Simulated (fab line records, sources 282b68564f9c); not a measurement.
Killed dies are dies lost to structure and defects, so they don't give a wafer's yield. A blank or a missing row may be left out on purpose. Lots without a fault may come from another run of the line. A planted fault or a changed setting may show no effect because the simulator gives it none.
A struck lot beside a sound one | flow rit_cmos | 15 steps out of a route of 202
Sound: wafers L295.4, L295.5, L295.6. Struck: wafers L302.2, L302.5, L302.6. The cause comes at the end.
At each step with rows: each side's tool, then ch and its chambers, then its first start. Under that, the readings that differ: sound wafers | struck wafers | difference of the means | sigmas: that difference in standard deviations of wafers without a fault.
alike: readings whose means differ by less than 2 such deviations, and words and numbers that are the same on both sides. not compared: withheld readings, readings that some wafer has no value for, bounds like >300 that may hide the same value, and numbers for which the record gives no deviation and whose values overlap.
The two part at a step that has a row with sigmas, a row that says differs or no value, or rows on one side only. Numbers that don't overlap but have no deviation are shown without sigmas and don't part them. A reading that every wafer of one side lacks parts them only if that side has two wafers or more.

first, 4 steps without rows for these wafers: RIT_GATE_SOFTBAKE_12 (time 60 s); RIT_GATE_EXPOSE_13 (exposes mask M6, target cd 150 nm); RIT_GATE_PEB_14; RIT_GATE_DEVELOP_15 (develop time 50 s).
RIT_GATE_CD_MEAS_16: target cd 150 nm.
  sound on cd_sem-01, day 4 05:56; struck on cd_sem-01, day 5 15:37
  reading    | sound             | struck            | difference | sigmas
  cd_nm (nm) | 147.8 147.4 149.5 | 155.2 158.2 153.3 | +7.3       | +3
RIT_GATE_OVL_MEAS_17:
  sound on overlay-01, day 4 06:01; struck on overlay-01, day 5 15:43
  alike: GATE_OVL
then, 1 step without rows for these wafers: RIT_GATE_HARDBAKE_18 (time 60 s).
RIT_GATE_ETCH_19: etches poly-Si in SF6/CHF3/O2, stops on SiO2, time 165 s, target depth 312.5 nm.
  sound on rie_si-02 ch 2,3, day 4 06:11; struck on rie_si-01 ch 2,3, day 5 15:54
  alike: drypump_motor_current_A, oes_product_au, throttle_valve_pct
  not compared: rf_hours_counter_h
RIT_GATE_STRIP_20: strips in O2, time 180 s.
  sound on plasma_asher-04 ch 0,1, day 4 06:21; struck on plasma_asher-01 ch 0,1, day 5 16:01
  alike: drypump_motor_current_A
  not compared: rf_hours_counter_h
RIT_GATE_CD_MEAS_90: target cd 150 nm.
  sound on cd_sem-02, day 4 06:31; struck on cd_sem-02, day 5 16:13
  reading    | sound             | struck            | difference | sigmas
  cd_nm (nm) | 147.7 146.9 148.9 | 155.1 158.0 153.5 | +7.7       | +3
then, 2 steps without rows for these wafers: RIT_REOX_CLEAN_00 (cleans in SC1, time 600 s); RIT_REOX_CLEAN_01 (cleans in dHF, time 30 s).
RIT_REOX_CLEAN_02: cleans in SC2, time 600 s.
  sound on wet_bench-02 ch 1, day 4 06:46; struck on wet_bench-04 ch 1, day 5 16:31
  reading          | sound       | struck      | difference | sigmas
  run_length_s (s) | 628 628 628 | 585 585 585 | -43        | -10
then, 1 step without rows for these wafers: RIT_REOX_OXIDATION_03 (target thk 25.2 nm, ox time 5580 s).
RIT_M1_PROBE_99:
  sound on prober-01, day 5 02:49; struck on prober-01, day 6 13:48
  alike: killed_at_front_end, killed_dies, killed_open, killed_short

WHERE THEY PART
First at RIT_GATE_CD_MEAS_16; last, within this record, at RIT_REOX_CLEAN_02. Later steps at which nothing parts them and some readings are alike: RIT_M1_PROBE_99.

WHY: what the simulator had put in
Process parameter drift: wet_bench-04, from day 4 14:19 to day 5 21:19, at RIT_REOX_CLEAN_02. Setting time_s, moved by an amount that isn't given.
